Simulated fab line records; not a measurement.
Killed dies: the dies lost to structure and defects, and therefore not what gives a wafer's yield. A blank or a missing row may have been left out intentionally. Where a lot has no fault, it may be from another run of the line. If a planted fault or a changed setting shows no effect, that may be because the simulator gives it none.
Struck lot and sound lot, side by side -- flow rit cmos -- 15 steps out of a route of 202
Sound: the wafers L766.1, L766.2, L766.6. The struck wafers were L769.2, L769.3, L769.5. The cause is named last.
At each step with rows: each side's tool, then ch and its chambers, then its first start. Under that, the readings that differ: sound wafers -- struck wafers -- difference of the means -- sigmas: that difference in standard deviations of wafers without a fault.
alike: readings with means less than 2 such deviations apart, plus words and numbers identical on both sides. not compared: withheld readings, readings lacking a value on some wafer, bounds such as >300 that could conceal the same value, and numbers that have no deviation in the record and whose values overlap.
The two part at a step that has a row with sigmas, a row that says differs or no value, or rows on one side only. Numbers that have no deviation but don't overlap get no sigmas and don't part them. A reading missing from all wafers of one side parts the sides only when that side holds two or more wafers.

RIT_SILICIDE_RTA_06: time 10 s, ramp up 5 s, ramp down 10 s.
  sound on rtp anneal-01 ch 0, day 4 10:37; struck on rtp anneal-01 ch 0, day 5 08:59
  alike: wafer_temp_C_max
RIT_CONTACT_CVD_00: deposits SiO2 from TEOS, target thk 400 nm, time 61 s.
  sound on pecvd-02 ch 0,1,2, day 4 10:40; struck on pecvd-02 ch 1,2, day 5 09:02
  alike: heater power w
RIT_CONTACT_THK_MEAS_01:
  sound on film metro-01 at day 4 10:43; struck on film metro-03 at day 5 09:06
  alike: CONTACT_TEOS_THK
then, 6 steps without rows for these wafers: RIT_CONTACT_HMDS_02 (prime time 60 s); RIT_CONTACT_COAT_03 (resist thk 1000 nm); RIT_CONTACT_SOFTBAKE_04 (time 60 s); RIT_CONTACT_EXPOSE_05 (exposes mask M11, target cd 1000 nm); RIT_CONTACT_PEB_06; RIT_CONTACT_DEVELOP_07 (develop time 120 s).
RIT_CONTACT_CD_MEAS_08: target cd 1000 nm.
  sound on cd sem-02 at day 4 11:45; struck on cd sem-02 at day 5 10:16
  alike: cd nm
RIT_CONTACT_OVL_MEAS_09:
  sound on overlay-02 at day 4 11:52; struck on overlay-02 at day 5 10:22
  alike: CONTACT_OVL
then, 1 step without rows for these wafers: RIT_CONTACT_HARDBAKE_10 (time 60 s).
RIT_CONTACT_ETCH_11: etches SiO2 in CHF3/CF4/Ar, stops on TiSi2, target depth 480 nm, time 320 s.
  sound on rie diel-01 ch 1,2,3, day 4 12:04; struck on rie diel-04 ch 0,2, day 5 10:33
reading,sound,struck,difference,sigmas
model.NOVOLAK_of_CONTACT_COAT_03.thk nm (nm),767.9 764.6 767.1,721.1 715.4 718.2,-48.3,
  alike: drypump motor current A, oes product au, throttle valve pct
  not compared: rf hours counter h
RIT_CONTACT_STRIP_12: strips in O2, time 180 s.
  sound on plasma asher-04 ch 0,1, day 4 12:15; struck on plasma asher-04 ch 0,1, day 5 10:44
  alike: drypump motor current A
  not compared: rf hours counter h
RIT_M1_PROBE_99:
  sound on prober-01 at day 4 17:04; struck on prober-02 at day 5 15:45
reading,sound,struck,difference,sigmas
model.etest.nmos_0p15.junction log10 a um,-13.77 -13.61 -13.63,-10.84 -10.38 -10.95,+2.95,
model.etest.nmos narrow.off log10 a um,-13.19 -13.27 -13.22,-10.84 -10.38 -10.94,+2.51,
model.etest.gate end array.leak log10 a um,-12.79 -12.94 -12.7,-10.6 -10.24 -10.76,+2.3,
model.etest.nmos_0p3.off log10 a um,-12.87 -13.02 -12.91,-10.83 -10.38 -10.94,+2.22,
model.etest.pmos_0p15.junction log10 a um,-13.82 -13.77 -13.73,-11.83 -11.38 -11.94,+2.06,
model.etest.contact diode array.leak log10 a (angstrom),-9.527 -9.321 -9.771,-7.563 -7.28 -7.595,+2.060,
model.etest.pmos_0p3.off log10 a um,-12.99 -12.85 -13.01,-11.78 -11.36 -11.88,+1.28,
model.etest.select edge diode n.leak log10 a (angstrom),-9.976 -9.813 -9.777,-8.922 -8.329 -8.679,+1.212,
  alike: killed at contacts, killed at front end, killed dies, killed open, killed short

== WHERE THEY PART ==
Nowhere in this record.

WHY: what had been put in by the simulator
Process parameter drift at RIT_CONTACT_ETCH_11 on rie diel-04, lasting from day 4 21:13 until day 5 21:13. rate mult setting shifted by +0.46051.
